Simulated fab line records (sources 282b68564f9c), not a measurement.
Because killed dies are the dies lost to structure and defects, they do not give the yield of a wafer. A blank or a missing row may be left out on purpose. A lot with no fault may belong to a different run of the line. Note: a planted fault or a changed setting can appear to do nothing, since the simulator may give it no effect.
Which tool is to blame? -- flow rit cmos -- 15 lots, 45 wafers sampled, at 2 steps of a route of 202

## WHAT THE GAUGES READ, wafer by wafer
RIT_GATE_THK_MEAS_07. Usual: GATE_OXIDE_THK gives 2.99 nm (standard deviation 0.073).
lot,measured,on,GATE_OXIDE_THK (nm),flag
L844,day 2 15:46,film metro-04,3.00 2.95 3.00,
L845,day 2 20:54,film metro-01,2.94 2.98 2.99,
L846,day 3 05:22,film metro-02,3.04 3.03 2.98,
L847,day 3 08:43,film metro-02,3.13 3.04 3.09,
L849,day 3 16:22,film metro-04,2.53 2.57 2.54,OFF
L851,day 3 22:23,film metro-04,2.46 2.45 2.36,OFF
L852,day 4 03:28,film metro-01,2.58 2.50 2.52,OFF
L858,day 5 07:23,film metro-02,2.95 2.90 2.88,
L859,day 5 14:13,film metro-04,2.98 3.02 3.00,
L860,day 5 18:05,film metro-01,2.88 2.96 2.99,
L863,day 6 08:20,film metro-01,3.07 3.05 3.01,
L864,day 6 13:58,film metro-02,2.94 3.02 3.05,
L865,day 6 17:54,film metro-04,2.91 2.91 2.85,
L866,day 7 00:02,film metro-04,2.88 2.88 2.85,
L867,day 7 04:18,film metro-04,2.90 2.93 2.97,

## WHICH TOOL RAN EACH LOT (tool, then ch and the chambers of the sampled wafers, then the start)
lot,RIT_GATE_OXIDATION_05
L844,"furnace-02 ch 0, day 2 14:26"
L845,"furnace-01 ch 0, day 2 18:03"
L846,"furnace-01 ch 0, day 3 02:56"
L847,"furnace-01 ch 0, day 3 07:23"
L849,"furnace-01 ch 0, day 3 14:03"
L851,"furnace-01 ch 0, day 3 21:03"
L852,"furnace-01 ch 0, day 4 01:26"
L858,"furnace-02 ch 0, day 5 06:03"
L859,"furnace-02 ch 0, day 5 12:54"
L860,"furnace-02 ch 0, day 5 16:45"
L863,"furnace-03 ch 0, day 6 06:59"
L864,"furnace-03 ch 0, day 6 12:38"
L865,"furnace-02 ch 0, day 6 16:33"
L866,"furnace-02 ch 0, day 6 22:43"
L867,"furnace-01 ch 0, day 7 02:49"
- RIT_GATE_OXIDATION_05: target thk 3 nm, ox time 270 s.

## WHAT THE TOOLS THEMSELVES READ (means of the sampled wafers that have a number; where no wafer has one, the mark that the record gives instead)
RIT_GATE_OXIDATION_05. Usual: spike tc centre C 902.2 C, standard deviation 1.4; spike tc load C 929 C, standard deviation 3.4; spike tc source C 925.3 C, standard deviation 1.7; tube_center_temp_C_max 902.4, standard deviation 0.42.
lot,tool,spike tc centre C (C),spike tc load C (C),spike tc source C (C),tube_center_temp_C_max,flag
L844,furnace-02,901.8,929,923.4,902.3,
L845,furnace-01,903.9,930,927.0,902.2,
L846,furnace-01,903.1,932,927.2,902.8,
L847,furnace-01,903.8,930,927.7,902.8,
L849,furnace-01,888.1,915,910.8,902.2,OFF
L851,furnace-01,887.3,914,910.7,902.2,OFF
L852,furnace-01,887.0,915,911.1,902.4,OFF
L858,furnace-02,902.2,929,922.9,902.4,
L859,furnace-02,902.1,929,923.7,902.2,
L860,furnace-02,901.7,930,924.0,902.5,
L863,furnace-03,900.8,922,924.0,902.3,
L864,furnace-03,901.2,922,923.2,902.3,
L865,furnace-02,901.0,930,923.6,902.4,
L866,furnace-02,903.8,930,923.3,902.3,
L867,furnace-01,903.1,930,925.9,902.0,

## THE ANSWER, worked out from the rows above alone
Rule: a lot is off if the mean of its wafers that have a number lies more than 3 standard deviations from the usual mean. Also off: a lot with no number at a reading for which 4 or more lots have one. Where the step has rows for the other lots, those lots are counted as sound. First the gauges in route order, then the tools' own readings, where a lot's mean is used as printed above. The first step at which some lot is off is used, and at that step the reading that is off furthest; a lot without a number counts as furthest.
Off: L849, L851, L852, at RIT_GATE_THK_MEAS_07 (GATE_OXIDE_THK).
A tool fits if, at a process step before that reading, it ran every lot that is off, and no sound lot after the first of them. Not tried: the gauges at RIT_GATE_THK_MEAS_07; whatever is off there is also off at RIT_GATE_OXIDATION_05, on other tools, and gauge error can't account for it. No candidate that was tried fits.

## WHAT THE SIMULATOR HAD INSERTED
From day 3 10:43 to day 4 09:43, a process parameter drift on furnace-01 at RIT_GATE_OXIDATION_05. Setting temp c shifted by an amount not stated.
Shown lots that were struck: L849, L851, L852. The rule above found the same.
